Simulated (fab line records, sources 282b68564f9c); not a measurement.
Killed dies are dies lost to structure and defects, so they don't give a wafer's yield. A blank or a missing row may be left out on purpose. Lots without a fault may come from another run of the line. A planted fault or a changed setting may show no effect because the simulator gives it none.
A struck lot beside a sound one | flow rit_cmos | 43 steps out of a route of 202
Sound: wafers L359.1, L359.4, L359.6. Struck: wafers L370.2, L370.3, L370.6. The cause comes at the end.
At each step with rows: each side's tool, then ch and its chambers, then its first start. Under that, the readings that differ: sound wafers | struck wafers | difference of the means | sigmas: that difference in standard deviations of wafers without a fault.
alike: readings whose means differ by less than 2 such deviations, and words and numbers that are the same on both sides. not compared: withheld readings, readings that some wafer has no value for, bounds like >300 that may hide the same value, and numbers for which the record gives no deviation and whose values overlap.
The two part at a step that has a row with sigmas, a row that says differs or no value, or rows on one side only. Numbers that don't overlap but have no deviation are shown without sigmas and don't part them. A reading that every wafer of one side lacks parts them only if that side has two wafers or more.

first, 1 step without rows for these wafers: RIT_NWELL_IMPLANT_08.
RIT_NWELL_STRIP_09: strips in O2, time 180 s.
  sound on plasma_asher-01 ch 0,1, day 3 00:16; struck on plasma_asher-01 ch 0,1, day 5 07:31
  alike: chamber_pressure_mTorr, drypump_motor_current_A
  not compared: rf_hours_counter_h
RIT_NWELL_TW_MEAS_10:
  sound on film_metro-03, day 3 00:27; struck on film_metro-02, day 5 07:41
  alike: NWELL_TW
then, 6 steps without rows for these wafers: RIT_PWELL_HMDS_00 (prime time 60 s); RIT_PWELL_COAT_01 (resist thk 1300 nm); RIT_PWELL_SOFTBAKE_02 (time 60 s); RIT_PWELL_EXPOSE_03 (exposes mask M3, target cd 43700 nm); RIT_PWELL_PEB_04; RIT_PWELL_DEVELOP_05 (develop time 68 s).
RIT_PWELL_OVL_MEAS_06:
  sound on overlay-01, day 3 01:31; struck on overlay-02, day 5 08:38
  alike: PWELL_OVL
then, 2 steps without rows for these wafers: RIT_PWELL_HARDBAKE_07 (time 120 s); RIT_PWELL_IMPLANT_08.
RIT_PWELL_STRIP_09: strips in O2, time 180 s.
  sound on plasma_asher-03 ch 0,1, day 3 01:57; struck on plasma_asher-03 ch 1, day 5 09:11
  no value came back on the struck wafers for chamber_pressure_mTorr (mTorr), drypump_motor_current_A (A); on the sound wafers chamber_pressure_mTorr (mTorr) reads 3999 4006 4002
  reading                                    | sound | struck         | difference | sigmas
  model.NOVOLAK_of_PWELL_COAT_01.thk_nm (nm) | 0 0 0 | 1142 1141 1142 | +1142      |
  not compared: rf_hours_counter_h
RIT_PWELL_TW_MEAS_10:
  sound on film_metro-04, day 3 02:07; struck on film_metro-04, day 5 09:22
  alike: PWELL_TW
then, 1 step without rows for these wafers: RIT_WELLDRIVE_ANNEAL_00 (time 14700 s).
RIT_WELLDRIVE_RS_MEAS_01: measures by four-point-probe.
  sound on film_metro-03, day 3 09:20; struck on film_metro-04, day 5 15:05
  alike: NWELL_RS
RIT_WELLDRIVE_RS_MEAS_02: measures by four-point-probe.
  sound on film_metro-03, day 3 09:28; struck on film_metro-04, day 5 15:12
  alike: PWELL_RS
then, 6 steps without rows for these wafers: RIT_NRETRO_HMDS_00 (prime time 60 s); RIT_NRETRO_COAT_01 (resist thk 1300 nm); RIT_NRETRO_SOFTBAKE_02 (time 60 s); RIT_NRETRO_EXPOSE_03 (exposes mask M4, target cd 43900 nm); RIT_NRETRO_PEB_04; RIT_NRETRO_DEVELOP_05 (develop time 68 s).
RIT_NRETRO_OVL_MEAS_06:
  sound on overlay-01, day 3 10:35; struck on overlay-01, day 5 16:31
  alike: NRETRO_OVL
then, 2 steps without rows for these wafers: RIT_NRETRO_HARDBAKE_07 (time 120 s); RIT_NRETRO_IMPLANT_08.
RIT_NRETRO_STRIP_09: strips in O2, time 180 s.
  sound on plasma_asher-02 ch 0,1, day 3 11:01; struck on plasma_asher-02 ch 0, day 5 16:57
  alike: chamber_pressure_mTorr, drypump_motor_current_A
  not compared: rf_hours_counter_h
RIT_NRETRO_TW_MEAS_10:
  sound on film_metro-01, day 3 11:12; struck on film_metro-04, day 5 17:08
  reading   | sound          | struck   | difference | sigmas
  NRETRO_TW | 1054 1050 1056 | 30 29 29 | -1024      | -99 or more
then, 6 steps without rows for these wafers: RIT_PRETRO_HMDS_00 (prime time 60 s); RIT_PRETRO_COAT_01 (resist thk 1300 nm); RIT_PRETRO_SOFTBAKE_02 (time 60 s); RIT_PRETRO_EXPOSE_03 (exposes mask M5, target cd 43700 nm); RIT_PRETRO_PEB_04; RIT_PRETRO_DEVELOP_05 (develop time 68 s).
RIT_PRETRO_OVL_MEAS_06:
  sound on overlay-02, day 3 12:08; struck on overlay-02, day 5 18:04
  alike: PRETRO_OVL
then, 2 steps without rows for these wafers: RIT_PRETRO_HARDBAKE_07 (time 120 s); RIT_PRETRO_IMPLANT_08.
RIT_PRETRO_STRIP_09: strips in O2, time 180 s.
  sound on plasma_asher-04 ch 0,1, day 3 12:35; struck on plasma_asher-02 ch 0, day 5 18:30
  alike: chamber_pressure_mTorr, drypump_motor_current_A
  not compared: rf_hours_counter_h
RIT_PRETRO_TW_MEAS_10:
  sound on film_metro-04, day 3 12:45; struck on film_metro-04, day 5 18:41
  reading   | sound       | struck   | difference | sigmas
  PRETRO_TW | 467 469 468 | 30 30 30 | -438       | -91
then, 3 steps without rows for these wafers: RIT_GATE_WET_ETCH_00 (etches SiO2 in BOE, target depth 56 nm, time 60 s); RIT_GATE_CLEAN_01 (cleans in SC1, time 600 s); RIT_GATE_CLEAN_02 (cleans in dHF, time 30 s).
RIT_GATE_ETCH_19: etches poly-Si in SF6/CHF3/O2, stops on SiO2, time 165 s, target depth 312.5 nm.
  sound on rie_si-02 ch 0,3, day 3 19:22; struck on rie_si-01 ch 0,2, day 6 01:20
  reading               | sound             | struck            | difference | sigmas
  model.GATE.cd_nm (nm) | 155.7 152.6 153.1 | 150.3 150.1 151.7 | -3.1       |
  alike: drypump_motor_current_A, oes_product_au, throttle_valve_pct
  not compared: rf_hours_counter_h

WHERE THEY PART
First at RIT_PWELL_STRIP_09; last, within this record, at RIT_PRETRO_TW_MEAS_10. Later steps at which nothing parts them and some readings are alike: RIT_GATE_ETCH_19.

WHY: what the simulator had put in
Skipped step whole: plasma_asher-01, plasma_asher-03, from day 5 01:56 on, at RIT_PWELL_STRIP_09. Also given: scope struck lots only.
